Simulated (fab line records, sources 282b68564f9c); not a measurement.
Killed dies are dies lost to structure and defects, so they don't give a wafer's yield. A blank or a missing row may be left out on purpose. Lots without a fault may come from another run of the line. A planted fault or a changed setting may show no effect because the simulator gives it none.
Which tool did it? | flow rit_cmos | 15 lots, 45 wafers sampled, at 2 steps of a route of 202

WHAT THE GAUGES READ, wafer by wafer
RIT_PRETRO_TW_MEAS_10.
lot  | measured    | on            | PRETRO_TW
L935 | day 2 09:44 | film_metro-01 | 474 477 477
L936 | day 2 15:41 | film_metro-04 | 477 474 477
L937 | day 2 22:53 | film_metro-01 | 480 476 476
L938 | day 3 06:51 | film_metro-01 | 474 474 476
L941 | day 3 18:10 | film_metro-01 | 473 476 475
L943 | day 4 00:54 | film_metro-01 | 477 476 478
L945 | day 4 10:23 | film_metro-03 | 473 471 473
L946 | day 4 14:33 | film_metro-04 | 480 481 478
L948 | day 5 01:27 | film_metro-01 | 476 475 477
L949 | day 5 05:29 | film_metro-03 | 471 469 470
L950 | day 5 11:25 | film_metro-04 | 524 527 526
L951 | day 5 16:11 | film_metro-04 | 525 525 524
L952 | day 5 21:04 | film_metro-01 | 525 524 524
L957 | day 6 22:05 | film_metro-04 | 482 477 479
L958 | day 7 02:13 | film_metro-03 | 472 472 472

WHICH TOOL RAN EACH LOT (tool, then ch and the chambers of the sampled wafers, then the start)
lot  | RIT_PRETRO_IMPLANT_08
L935 | implanter-03 ch 0, day 2 09:25
L936 | implanter-03 ch 0, day 2 15:23
L937 | implanter-01 ch 0, day 2 22:34
L938 | implanter-02 ch 0, day 3 06:32
L941 | implanter-02 ch 0, day 3 17:50
L943 | implanter-03 ch 0, day 4 00:34
L945 | implanter-02 ch 0, day 4 10:05
L946 | implanter-03 ch 0, day 4 14:15
L948 | implanter-01 ch 0, day 5 01:07
L949 | implanter-03 ch 0, day 5 05:10
L950 | implanter-03 ch 0, day 5 11:05
L951 | implanter-03 ch 0, day 5 15:51
L952 | implanter-03 ch 0, day 5 20:47
L957 | implanter-02 ch 0, day 6 21:46
L958 | implanter-01 ch 0, day 7 01:54
- RIT_PRETRO_IMPLANT_08

WHAT THE TOOLS THEMSELVES READ (means of the sampled wafers that have a number; where no wafer has one, the mark that the record gives instead)
RIT_PRETRO_IMPLANT_08.
lot  | tool         | dose_ions_cm2 | faraday_current_uA
L935 | implanter-03 | 1.2000e+13    | 38.8
L936 | implanter-03 | 1.1989e+13    | 38.7
L937 | implanter-01 | 1.1980e+13    | 38.1
L938 | implanter-02 | 1.2003e+13    | 38.3
L941 | implanter-02 | 1.2004e+13    | 37.8
L943 | implanter-03 | 1.2010e+13    | 37.4
L945 | implanter-02 | 1.1988e+13    | 38.5
L946 | implanter-03 | 1.2001e+13    | 37.9
L948 | implanter-01 | 1.1993e+13    | 37.8
L949 | implanter-03 | 1.1990e+13    | 37.8
L950 | implanter-03 | 1.6319e+13    | 50.9
L951 | implanter-03 | 1.6322e+13    | 52.7
L952 | implanter-03 | 1.6324e+13    | 51.7
L957 | implanter-02 | 1.2008e+13    | 37.9
L958 | implanter-01 | 1.1995e+13    | 38.5

THE ANSWER, worked out from the rows above alone
Rule: what is usual is taken from the lots themselves. Put in order of their means at a reading, lots are off if they are a third of the lots or fewer, leave a main group of 4 or more, and stand apart from it by a gap of 3 or more times the standard deviation of the main group's means; of several such gaps the widest counts. A main group whose means are all the same, to the digits that the tables above print for the reading, isn't used. A lot without any number at a reading at which 4 lots or more have one is off too. The other lots that the step has rows for count as sound. The gauges are gone through in route order, then the tools' own readings, and for those a lot's mean is taken as printed above. The first step at which some lot is off is used, and at that step the reading that is off furthest; a lot without a number counts as furthest.
Off: L950, L951, L952, at RIT_PRETRO_TW_MEAS_10 (PRETRO_TW). The main group: mean 475, standard deviation 2.8.
A tool fits if, at a process step before that reading, it ran every lot that is off, and no sound lot after the first of them. The gauges at RIT_PRETRO_TW_MEAS_10 aren't tried: what is off there is off at RIT_PRETRO_IMPLANT_08 too, on other tools, and a gauge's error can't cause that. One fits: implanter-03 at RIT_PRETRO_IMPLANT_08. Its last sound lot is L949 (day 5 05:10), its first lot that is off L950 (day 5 11:05): a fault that began between those two fits.
The tool's own readings at RIT_PRETRO_IMPLANT_08 bear it out: on the lots that are off they differ by more than 5 times the standard deviation of the sound lots' means. dose_ions_cm2 reads 1.6322e+13 there against 1.1997e+13 on the sound lots; faraday_current_uA reads 51.8 there against 38.1 on the sound lots.

WHAT THE SIMULATOR HAD PUT IN
Process parameter drift: implanter-03, from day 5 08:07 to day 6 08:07, at RIT_PRETRO_IMPLANT_08. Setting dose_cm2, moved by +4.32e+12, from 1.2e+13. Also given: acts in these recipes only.
Lots struck among those shown: L950, L951, L952. The rule above found the same.
